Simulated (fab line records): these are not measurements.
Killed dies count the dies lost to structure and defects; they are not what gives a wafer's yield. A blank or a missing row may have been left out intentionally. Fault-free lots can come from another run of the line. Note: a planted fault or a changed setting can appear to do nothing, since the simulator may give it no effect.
fab line records	flow berkeley-cmos170	part 1 of 2: steps 1 to 26 of 35
record lots=5	wafers=15	last-day=10
route steps=331 shown PSD@179 NSD@187 BACKSIDE@199 SDANNEAL@204 PLDD@208 NLDD@209 SILICIDE@210
lots that met no fault: taken from a fault-free run of the same line
start-h: hours from the record's opening day to when the first of the lot's shown wafers began	wait-h: time in hours since the lot's previous step	" unchanged from the row above	L1.1+2: several wafers, shown together as one row	- no value present, or no start provided	* or withheld: withheld	< > ~ a bound
route shown NAME@n: NAME is a module with steps in the file, n the number in the route of the first one	usual: the fault-free wafers' mean and standard deviation	same: alike in all rows	chamber/n: place in a boat	sites: per-site readings	_std_site: standard deviation of those values	_edge_site: outer sites' mean less inner sites'	radius-mm: how far each site lies from the wafer's centre	mask NAME#n: copy n	behind: tool/chamber where the wafer was last shaped	hold: reason for holding the lot/hours on hold/outcome of the hold	device: names the non-switching transistor (n, p or np)	end of line: at the end of the route, the tests of the same wafers	where a step has no rows: the recipe by itself	killed: dies lost to structure and defects at the first sort, not the wafer's yield	map: dies across one wafer; x = killed, . = not, _ = none there
set.NAME: setting as actually run; set.NAME@STEP: the setting as run at that earlier step	model.NAME: the simulator's own value behind a step, which no gauge read
a table for each step, a row for each wafer; lots at some steps of the route
services: when a tool's chamber went out of use (start-h, in hours from the record's first day, below 0 if earlier), for how many hours, and the reason
## steps
# step UCB170_PSD_PEB_04
# recipe peb-temp-c=130	peb-time-s=withheld	resist=KrF
# usual chill-plate-temp-C=22.99/0.11	heater-power-total-W=56.81/0.045
lot.wafer	tool	chamber	start-h	wait-h	chill-plate-temp-C	heater-power-total-W
L074.1	litho-track-03	0	122.89	0.1	23.02	56.79
L074.4	"	0	"	"	22.80	56.78
L074.5	"	0	"	"	22.89	56.80
L080.2	litho-track-03	0	158.67	0.1	23.00	56.87
L080.5	"	0	"	"	23.00	56.88
L080.6	"	0	"	"	23.06	56.81
L083.3	litho-track-01	0	175.80	0.1	22.88	56.76
L083.4	"	0	"	"	22.91	56.80
L083.5	"	0	"	"	22.96	56.83
L084.1	litho-track-03	0	194.80	0.1	23.00	56.85
L084.3	"	0	"	"	22.93	56.81
L084.6	"	0	"	"	22.89	56.83
L087.2	litho-track-03	0	200.05	0.4	23.09	56.82
L087.3	"	0	"	"	23.01	56.83
L087.6	"	0	"	"	23.15	56.91
# step UCB170_PSD_DEVELOP_05
# recipe developer=TMAH	develop-time-s=45	resist=KrF	dev-temp-c=21
# usual chill-plate-temp-C=23.01/0.12
# same develop-time-s=45
lot.wafer	tool	chamber	start-h	wait-h	chill-plate-temp-C
L074.1	litho-track-03	0	-	-	22.99
L074.4	"	0	"	"	22.93
L074.5	"	0	"	"	22.87
L080.2	litho-track-03	0	-	-	23.03
L080.5	"	0	"	"	23.06
L080.6	"	0	"	"	22.89
L083.3	litho-track-01	0	-	-	23.09
L083.4	"	0	"	"	23.29
L083.5	"	0	"	"	22.99
L084.1	litho-track-03	0	-	-	22.79
L084.3	"	0	"	"	22.97
L084.6	"	0	"	"	22.78
L087.2	litho-track-03	0	-	-	22.88
L087.3	"	0	"	"	22.95
L087.6	"	0	"	"	22.81
# step UCB170_PSD_CD_MEAS_06
# recipe target-cd-nm=1200
# usual cd-nm=1200.0/1.5
lot.wafer	tool	chamber	start-h	wait-h	cd-nm
L074.1	cd-sem-01	-	123.16	-	1203.0
L074.4	"	-	"	"	1204.3
L074.5	"	-	"	"	1202.0
L080.2	cd-sem-02	-	158.96	-	1199.0
L080.5	"	-	"	"	1200.1
L080.6	"	-	"	"	1200.6
L083.3	cd-sem-02	-	176.07	-	1201.4
L083.4	"	-	"	"	1201.6
L083.5	"	-	"	"	1199.3
L084.1	cd-sem-01	-	195.07	-	1199.4
L084.3	"	-	"	"	1200.0
L084.6	"	-	"	"	1200.9
L087.2	cd-sem-02	-	200.32	-	1202.0
L087.3	"	-	"	"	1201.7
L087.6	"	-	"	"	1201.5
# step UCB170_PSD_OVL_MEAS_07
# usual PSD_OVL=-3/5.2
lot.wafer	tool	chamber	start-h	wait-h	PSD_OVL[nm]
L074.1	overlay-01	-	123.28	0.1	-3
L074.4	"	-	"	"	-7
L074.5	"	-	"	"	-1
L080.2	overlay-01	-	159.07	0.1	-10
L080.5	"	-	"	"	-8
L080.6	"	-	"	"	-7
L083.3	overlay-02	-	176.16	0.1	-4
L083.4	"	-	"	"	-6
L083.5	"	-	"	"	-4
L084.1	overlay-02	-	195.19	0.1	1
L084.3	"	-	"	"	8
L084.6	"	-	"	"	5
L087.2	overlay-01	-	200.42	0.1	-1
L087.3	"	-	"	"	1
L087.6	"	-	"	"	0
# step UCB170_PSD_IMPLANT_08
# recipe species=B	dose-cm2=3e+15	energy-kev=20	tilt-deg=7
# usual beam-on-s=10.00/0.2
lot.wafer	tool	chamber	start-h	wait-h	beam-on-s
L074.1	implanter-04	0	123.32	0.0	10.28
L074.4	"	0	"	"	9.97
L074.5	"	0	"	"	9.88
L080.2	implanter-01	0	159.12	0.0	10.11
L080.5	"	0	"	"	9.98
L080.6	"	0	"	"	10.21
L083.3	implanter-03	0	176.23	0.1	10.05
L083.4	"	0	"	"	9.99
L083.5	"	0	"	"	9.75
L084.1	implanter-01	0	195.23	0.0	9.80
L084.3	"	0	"	"	9.65
L084.6	"	0	"	"	10.21
L087.2	implanter-04	0	200.48	0.0	10.08
L087.3	"	0	"	"	9.72
L087.6	"	0	"	"	9.97
# step UCB170_PSD_STRIP_09
# recipe chemistry=O2	power-w=400	pressure-mtorr=3500	platen-temp-c=withheld	o2-flow-sccm=400	overash-fraction=0.5
# usual drypump-motor-current-A=6.0/0.46	oes-product-au=0.600/0.0043	strip-time-to-endpoint-s=29.37/0.07
lot.wafer	tool	chamber	start-h	wait-h	drypump-motor-current-A	oes-product-au	rf-hours-counter-h	strip-time-to-endpoint-s
L074.1	plasma-asher-02	1	123.47	0.1	6.1	0.607	1	29.39
L074.4	"	0	"	"	5.9	0.599	-	29.35
L074.5	"	1	"	"	6.1	0.601	-	29.44
L080.2	plasma-asher-03	0	159.25	0.1	6.2	0.601	45	29.44
L080.5	"	0	"	"	6.3	0.595	-	29.43
L080.6	"	1	"	"	6.7	0.602	-	29.36
L083.3	plasma-asher-03	0	176.37	0.1	6.3	0.603	-	29.34
L083.4	"	1	"	"	6.8	0.602	-	29.43
L083.5	"	1	"	"	6.8	0.604	-	29.43
L084.1	plasma-asher-01	1	195.38	0.1	5.8	0.590	50	29.43
L084.3	"	1	"	"	5.8	0.597	-	29.43
L084.6	"	1	"	"	5.8	0.599	-	29.46
L087.2	plasma-asher-02	1	200.60	0.1	6.2	0.600	8	29.30
L087.3	"	1	"	"	6.1	0.602	-	29.28
L087.6	"	1	"	"	6.2	0.597	-	29.32
# step UCB170_PSD_TW_MEAS_10
# usual PSD_TW=2332/12
lot.wafer	tool	chamber	start-h	wait-h	PSD_TW
L074.1	film-metro-04	-	123.57	0.1	2330
L074.4	"	-	"	"	2322
L074.5	"	-	"	"	2353
L080.2	film-metro-03	-	159.36	0.1	2341
L080.5	"	-	"	"	2327
L080.6	"	-	"	"	2334
L083.3	film-metro-02	-	176.45	0.1	2350
L083.4	"	-	"	"	2350
L083.5	"	-	"	"	2345
L084.1	film-metro-04	-	195.48	0.1	2333
L084.3	"	-	"	"	2324
L084.6	"	-	"	"	2307
L087.2	film-metro-03	-	200.71	0.1	2311
L087.3	"	-	"	"	2313
L087.6	"	-	"	"	2316
# step UCB170_PSD_CLEAN_11
# recipe chemistry=SPM	temp-c=120	time-s=600
lot.wafer	tool	chamber	start-h	wait-h
L074.1+4+5	wet-bench-02	1	125.25	1.7
L080.2+5+6	wet-bench-02	3	159.43	0.1
L083.3+4+5	wet-bench-03	0	176.49	0.0
L084.1+3+6	wet-bench-01	2	195.54	0.1
L087.2+3+6	wet-bench-01	2	200.76	0.0
# step UCB170_NSD_HMDS_00
# recipe prime-time-s=60	prime-temp-c=100
# usual chill-plate-temp-C=23.01/0.091
lot.wafer	tool	chamber	start-h	wait-h	chill-plate-temp-C
L074.1	litho-track-02	0	125.74	0.3	22.81
L074.4	"	0	"	"	22.93
L074.5	"	0	"	"	22.97
L080.2	litho-track-04	0	159.63	0.0	22.98
L080.5	"	0	"	"	22.90
L080.6	"	0	"	"	23.09
L083.3	litho-track-02	0	176.72	0.1	23.14
L083.4	"	0	"	"	23.16
L083.5	"	0	"	"	23.18
L084.1	litho-track-04	0	195.73	0.0	23.04
L084.3	"	0	"	"	23.07
L084.6	"	0	"	"	23.12
L087.2	litho-track-03	0	201.32	0.4	23.10
L087.3	"	0	"	"	22.90
L087.6	"	0	"	"	23.09
# step UCB170_NSD_COAT_01
# recipe resist=KrF	spin-rpm=1500	resist-thk-nm=900
# usual chill-plate-temp-C=23.01/0.13
lot.wafer	tool	chamber	start-h	wait-h	chill-plate-temp-C
L074.1	litho-track-02	0	125.89	0.1	22.98
L074.4	"	0	"	"	22.88
L074.5	"	0	"	"	23.07
L080.2	litho-track-04	0	159.78	0.1	22.93
L080.5	"	0	"	"	22.88
L080.6	"	0	"	"	23.17
L083.3	litho-track-02	0	176.87	0.1	23.00
L083.4	"	0	"	"	22.95
L083.5	"	0	"	"	22.95
L084.1	litho-track-04	0	195.88	0.1	23.07
L084.3	"	0	"	"	23.06
L084.6	"	0	"	"	23.08
L087.2	litho-track-03	0	201.47	0.1	23.10
L087.3	"	0	"	"	23.17
L087.6	"	0	"	"	23.32
# step UCB170_NSD_SOFTBAKE_02
# recipe resist=KrF	temp-c=130	time-s=60
# usual chill-plate-temp-C=23.02/0.098	heater-power-total-W=56.81/0.05
lot.wafer	tool	chamber	start-h	wait-h	chill-plate-temp-C	heater-power-total-W
L074.1	litho-track-02	0	126.04	0.1	23.11	56.88
L074.4	"	0	"	"	23.02	56.85
L074.5	"	0	"	"	22.87	56.78
L080.2	litho-track-04	0	159.93	0.1	22.97	56.77
L080.5	"	0	"	"	22.88	56.79
L080.6	"	0	"	"	23.08	56.83
L083.3	litho-track-02	0	177.02	0.1	22.91	56.84
L083.4	"	0	"	"	22.97	56.71
L083.5	"	0	"	"	22.80	56.77
L084.1	litho-track-04	0	196.03	0.1	23.18	56.81
L084.3	"	0	"	"	23.15	56.84
L084.6	"	0	"	"	23.09	56.82
L087.2	litho-track-03	0	201.62	0.1	23.09	56.71
L087.3	"	0	"	"	23.03	56.79
L087.6	"	0	"	"	23.18	56.80
# step UCB170_NSD_EXPOSE_03
# recipe mask-id=NSELECT_MOD	na=0.5	sigma-outer=0.6	source-shape=conventional	target-cd-nm=1200	dose-mj=30
lot.wafer	tool	chamber	start-h	wait-h	mask
L074.1+4+5	krf-scanner-02	0	126.40	0.3	NSELECT_MOD#0
L080.2+5+6	krf-scanner-02	0	160.20	0.2	NSELECT_MOD#0
L083.3+4+5	krf-scanner-01	0	177.28	0.2	NSELECT_MOD#0
L084.1+3+6	krf-scanner-02	0	196.31	0.2	NSELECT_MOD#0
L087.2+3+6	krf-scanner-02	0	201.76	0.1	NSELECT_MOD#0
# step UCB170_NSD_PEB_04
# recipe peb-temp-c=130	peb-time-s=withheld	resist=KrF
# usual chill-plate-temp-C=23.00/0.1	heater-power-total-W=56.80/0.048
lot.wafer	tool	chamber	start-h	wait-h	chill-plate-temp-C	heater-power-total-W
L074.1	litho-track-04	0	126.52	0.1	23.20	56.85
L074.4	"	0	"	"	23.10	56.80
L074.5	"	0	"	"	23.00	56.83
L080.2	litho-track-03	0	160.41	0.2	22.84	56.85
L080.5	"	0	"	"	23.11	56.82
L080.6	"	0	"	"	22.99	56.79
L083.3	litho-track-03	0	177.41	0.1	22.97	56.77
L083.4	"	0	"	"	23.11	56.79
L083.5	"	0	"	"	23.03	56.83
L084.1	litho-track-02	0	196.42	0.1	23.03	56.76
L084.3	"	0	"	"	23.00	56.83
L084.6	"	0	"	"	22.92	56.72
L087.2	litho-track-03	0	201.88	0.1	22.91	56.84
L087.3	"	0	"	"	23.03	56.85
L087.6	"	0	"	"	23.05	56.86
# step UCB170_NSD_DEVELOP_05
# recipe developer=TMAH	develop-time-s=45	resist=KrF	dev-temp-c=21
# usual chill-plate-temp-C=22.99/0.088
# same develop-time-s=45
lot.wafer	tool	chamber	start-h	wait-h	chill-plate-temp-C
L074.1	litho-track-04	0	-	-	23.09
L074.4	"	0	"	"	23.01
L074.5	"	0	"	"	23.08
L080.2	litho-track-03	0	-	-	22.83
L080.5	"	0	"	"	22.91
L080.6	"	0	"	"	22.86
L083.3	litho-track-03	0	-	-	22.97
L083.4	"	0	"	"	23.04
L083.5	"	0	"	"	23.13
L084.1	litho-track-02	0	-	-	23.12
L084.3	"	0	"	"	23.10
L084.6	"	0	"	"	23.25
L087.2	litho-track-03	0	-	-	23.07
L087.3	"	0	"	"	23.02
L087.6	"	0	"	"	23.07
# step UCB170_NSD_CD_MEAS_06
# recipe target-cd-nm=1200
# usual cd-nm=1199.8/1.3
lot.wafer	tool	chamber	start-h	wait-h	cd-nm
L074.1	cd-sem-01	-	126.79	-	1199.1
L074.4	"	-	"	"	1201.0
L074.5	"	-	"	"	1200.4
L080.2	cd-sem-01	-	160.68	-	1201.9
L080.5	"	-	"	"	1200.0
L080.6	"	-	"	"	1201.2
L083.3	cd-sem-01	-	177.68	-	1200.4
L083.4	"	-	"	"	1201.9
L083.5	"	-	"	"	1200.9
L084.1	cd-sem-01	-	196.70	-	1201.2
L084.3	"	-	"	"	1200.8
L084.6	"	-	"	"	1200.6
L087.2	cd-sem-01	-	202.15	-	1198.9
L087.3	"	-	"	"	1199.9
L087.6	"	-	"	"	1198.7
# step UCB170_NSD_OVL_MEAS_07
# usual NSD_OVL=-4/6.3
lot.wafer	tool	chamber	start-h	wait-h	NSD_OVL[nm]
L074.1	overlay-02	-	126.91	0.1	2
L074.4	"	-	"	"	0
L074.5	"	-	"	"	2
L080.2	overlay-01	-	160.79	0.1	0
L080.5	"	-	"	"	0
L080.6	"	-	"	"	-6
L083.3	overlay-02	-	177.77	0.1	3
L083.4	"	-	"	"	0
L083.5	"	-	"	"	-6
L084.1	overlay-02	-	196.82	0.1	-22
L084.3	"	-	"	"	-19
L084.6	"	-	"	"	-12
L087.2	overlay-02	-	202.26	0.1	-17
L087.3	"	-	"	"	-5
L087.6	"	-	"	"	-5
# step UCB170_NSD_IMPLANT_08
# recipe species=P	dose-cm2=3e+15	energy-kev=39.46	tilt-deg=7
# usual beam-on-s=10.00/0.21
lot.wafer	tool	chamber	start-h	wait-h	beam-on-s
L074.1	implanter-04	0	126.95	0.0	10.08
L074.4	"	0	"	"	9.65
L074.5	"	0	"	"	10.01
L080.2	implanter-01	0	160.85	0.0	9.63
L080.5	"	0	"	"	10.06
L080.6	"	0	"	"	9.97
L083.3	implanter-04	0	177.84	0.1	10.21
L083.4	"	0	"	"	9.78
L083.5	"	0	"	"	10.05
L084.1	implanter-01	0	196.85	0.0	10.11
L084.3	"	0	"	"	10.23
L084.6	"	0	"	"	10.14
L087.2	implanter-01	0	202.31	0.0	9.86
L087.3	"	0	"	"	9.97
L087.6	"	0	"	"	10.14
# step UCB170_NSD_STRIP_09
# recipe chemistry=O2	power-w=400	pressure-mtorr=3500	platen-temp-c=withheld	o2-flow-sccm=400	overash-fraction=0.5
# usual drypump-motor-current-A=5.4/0.4	oes-product-au=0.536/0.0044	strip-time-to-endpoint-s=35.66/0.085
lot.wafer	tool	chamber	start-h	wait-h	drypump-motor-current-A	oes-product-au	rf-hours-counter-h	strip-time-to-endpoint-s
L074.1	plasma-asher-02	0	127.10	0.1	5.8	0.534	1	35.59
L074.4	"	0	"	"	5.9	0.538	-	35.50
L074.5	"	0	"	"	5.9	0.526	-	35.55
L080.2	plasma-asher-04	1	160.97	0.1	4.9	0.539	35	35.61
L080.5	"	0	"	"	5.2	0.537	-	35.66
L080.6	"	1	"	"	4.9	0.538	-	35.66
L083.3	plasma-asher-01	0	177.97	0.1	5.2	0.538	-	35.62
L083.4	"	1	"	"	5.8	0.535	-	35.73
L083.5	"	0	"	"	5.2	0.533	-	35.68
L084.1	plasma-asher-02	0	197.00	0.1	5.9	0.535	7	35.61
L084.3	"	0	"	"	5.8	0.536	-	35.59
L084.6	"	0	"	"	5.8	0.538	-	35.58
L087.2	plasma-asher-04	1	202.44	0.1	4.9	0.536	39	35.47
L087.3	"	0	"	"	5.2	0.537	-	35.49
L087.6	"	1	"	"	4.9	0.534	-	35.49
# step UCB170_NSD_TW_MEAS_10
# usual NSD_TW=4176/20
lot.wafer	tool	chamber	start-h	wait-h	NSD_TW
L074.1	film-metro-04	-	127.20	0.1	4153
L074.4	"	-	"	"	4170
L074.5	"	-	"	"	4156
L080.2	film-metro-03	-	161.08	0.1	4202
L080.5	"	-	"	"	4199
L080.6	"	-	"	"	4174
L083.3	film-metro-02	-	178.06	0.1	4200
L083.4	"	-	"	"	4226
L083.5	"	-	"	"	4229
L084.1	film-metro-04	-	197.10	0.1	4145
L084.3	"	-	"	"	4170
L084.6	"	-	"	"	4142
L087.2	film-metro-04	-	202.55	0.1	4151
L087.3	"	-	"	"	4119
L087.6	"	-	"	"	4168
# step UCB170_NSD_CLEAN_11
# recipe chemistry=SPM	temp-c=120	time-s=600
lot.wafer	tool	chamber	start-h	wait-h
L074.1+4+5	wet-bench-03	2	127.26	0.1
L080.2+5+6	wet-bench-04	3	161.13	0.0
L083.3+4+5	wet-bench-01	0	178.10	0.0
L084.1+3+6	wet-bench-01	0	197.16	0.1
L087.2+3+6	wet-bench-04	2	202.60	0.0
# step UCB170_BACKSIDE_HMDS_00
# recipe prime-time-s=60	prime-temp-c=100
# usual chill-plate-temp-C=23.00/0.11
lot.wafer	tool	chamber	start-h	wait-h	chill-plate-temp-C
L074.1	litho-track-01	0	127.77	0.3	23.20
L074.4	"	0	"	"	22.90
L074.5	"	0	"	"	23.00
L080.2	litho-track-01	0	161.33	0.0	22.92
L080.5	"	0	"	"	22.97
L080.6	"	0	"	"	22.86
L083.3	litho-track-01	0	178.33	0.1	22.77
L083.4	"	0	"	"	22.98
L083.5	"	0	"	"	22.92
L084.1	litho-track-01	0	197.35	0.0	23.15
L084.3	"	0	"	"	23.02
L084.6	"	0	"	"	23.02
L087.2	litho-track-01	0	202.80	0.0	23.05
L087.3	"	0	"	"	22.87
L087.6	"	0	"	"	23.10
# step UCB170_BACKSIDE_COAT_01
# recipe resist=KrF	spin-rpm=1500	resist-thk-nm=900
# usual chill-plate-temp-C=23.00/0.11
lot.wafer	tool	chamber	start-h	wait-h	chill-plate-temp-C
L074.1	litho-track-01	0	127.92	0.1	22.95
L074.4	"	0	"	"	22.97
L074.5	"	0	"	"	22.99
L080.2	litho-track-01	0	161.48	0.1	23.16
L080.5	"	0	"	"	23.11
L080.6	"	0	"	"	23.06
L083.3	litho-track-01	0	178.48	0.1	22.86
L083.4	"	0	"	"	22.79
L083.5	"	0	"	"	22.93
L084.1	litho-track-01	0	197.50	0.1	22.92
L084.3	"	0	"	"	23.02
L084.6	"	0	"	"	23.01
L087.2	litho-track-01	0	202.95	0.1	22.97
L087.3	"	0	"	"	22.90
L087.6	"	0	"	"	22.88
# step UCB170_BACKSIDE_SOFTBAKE_02
# recipe resist=KrF	temp-c=130	time-s=60
# usual chill-plate-temp-C=23.01/0.097	heater-power-total-W=56.80/0.044
lot.wafer	tool	chamber	start-h	wait-h	chill-plate-temp-C	heater-power-total-W
L074.1	litho-track-01	0	128.07	0.1	22.89	56.79
L074.4	"	0	"	"	23.05	56.77
L074.5	"	0	"	"	23.02	56.78
L080.2	litho-track-01	0	161.63	0.1	23.01	56.74
L080.5	"	0	"	"	23.14	56.83
L080.6	"	0	"	"	22.98	56.78
L083.3	litho-track-01	0	178.63	0.1	23.01	56.85
L083.4	"	0	"	"	22.91	56.80
L083.5	"	0	"	"	22.85	56.79
L084.1	litho-track-01	0	197.65	0.1	23.06	56.78
L084.3	"	0	"	"	22.95	56.83
L084.6	"	0	"	"	22.93	56.79
L087.2	litho-track-01	0	203.10	0.1	23.14	56.85
L087.3	"	0	"	"	22.98	56.79
L087.6	"	0	"	"	23.12	56.76
# step UCB170_BACKSIDE_STRIP_03
# recipe chemistry=O2	power-w=400	pressure-mtorr=3500	platen-temp-c=withheld	o2-flow-sccm=400	overash-fraction=0.5
# usual drypump-motor-current-A=6.0/0.58	oes-product-au=0.735/0.0045	strip-time-to-endpoint-s=21.99/0.063
lot.wafer	tool	chamber	start-h	wait-h	drypump-motor-current-A	oes-product-au	rf-hours-counter-h	strip-time-to-endpoint-s
L074.1	plasma-asher-03	0	128.22	0.1	6.3	0.732	41	21.94
L074.4	"	0	"	"	6.3	0.734	-	21.97
L074.5	"	1	"	"	6.8	0.743	-	22.04
L080.2	plasma-asher-03	1	161.76	0.1	6.8	0.734	45	22.00
L080.5	"	1	"	"	6.7	0.734	-	21.93
L080.6	"	0	"	"	6.3	0.733	-	22.01
L083.3	plasma-asher-03	0	178.76	0.1	6.2	0.738	-	22.06
L083.4	"	1	"	"	6.8	0.734	-	21.97
L083.5	"	1	"	"	6.7	0.735	-	21.97
L084.1	plasma-asher-03	0	197.80	0.1	6.3	0.733	50	22.07
L084.3	"	0	"	"	6.3	0.730	-	22.05
L084.6	"	1	"	"	6.8	0.733	-	22.06
L087.2	plasma-asher-02	1	203.22	0.1	6.1	0.740	8	21.97
L087.3	"	0	"	"	5.9	0.735	-	22.00
L087.6	"	0	"	"	5.8	0.735	-	21.95
# step UCB170_BACKSIDE_CLEAN_04
# recipe chemistry=SPM	temp-c=120	time-s=600
lot.wafer	tool	chamber	start-h	wait-h
L074.1+4+5	wet-bench-01	1	128.32	0.1
L080.2+5+6	wet-bench-04	0	161.86	0.1
L083.3+4+5	wet-bench-04	0	178.83	0.0
L084.1+3+6	wet-bench-04	3	197.90	0.1
L087.2+3+6	wet-bench-04	1	203.41	0.2
# step UCB170_SDANNEAL_RTA_00
# recipe temp-c=900	time-s=10	ambient=N2
# usual anneal-temp-c-max=903.4/1.1	lamp-power-pct=23.11/0.25	wafer_temp_C_max=905.2/2.2
lot.wafer	tool	chamber	start-h	wait-h	anneal-temp-c-max	lamp-power-pct	wafer_temp_C_max
L074.1	rtp-anneal-01	0	128.49	0.0	902.2	22.85	903.6
L074.4	"	0	"	"	902.1	22.85	902.6
L074.5	"	0	"	"	902.0	22.88	903.1
L080.2	rtp-anneal-01	0	162.04	0.0	902.4	22.85	903.9
L080.5	"	0	"	"	902.4	22.89	902.0
L080.6	"	0	"	"	902.8	22.82	903.6
L083.3	rtp-anneal-01	0	179.04	0.0	903.2	22.88	903.0
L083.4	"	0	"	"	901.6	22.87	903.6
L083.5	"	0	"	"	902.7	22.85	903.7
L084.1	rtp-anneal-01	0	198.08	0.0	902.3	22.85	903.5
L084.3	"	0	"	"	901.4	22.85	903.5
L084.6	"	0	"	"	902.5	22.84	903.3
L087.2	rtp-anneal-02	0	203.61	0.0	903.1	23.34	908.0
L087.3	"	0	"	"	904.4	23.33	905.1
L087.6	"	0	"	"	903.2	23.36	908.1
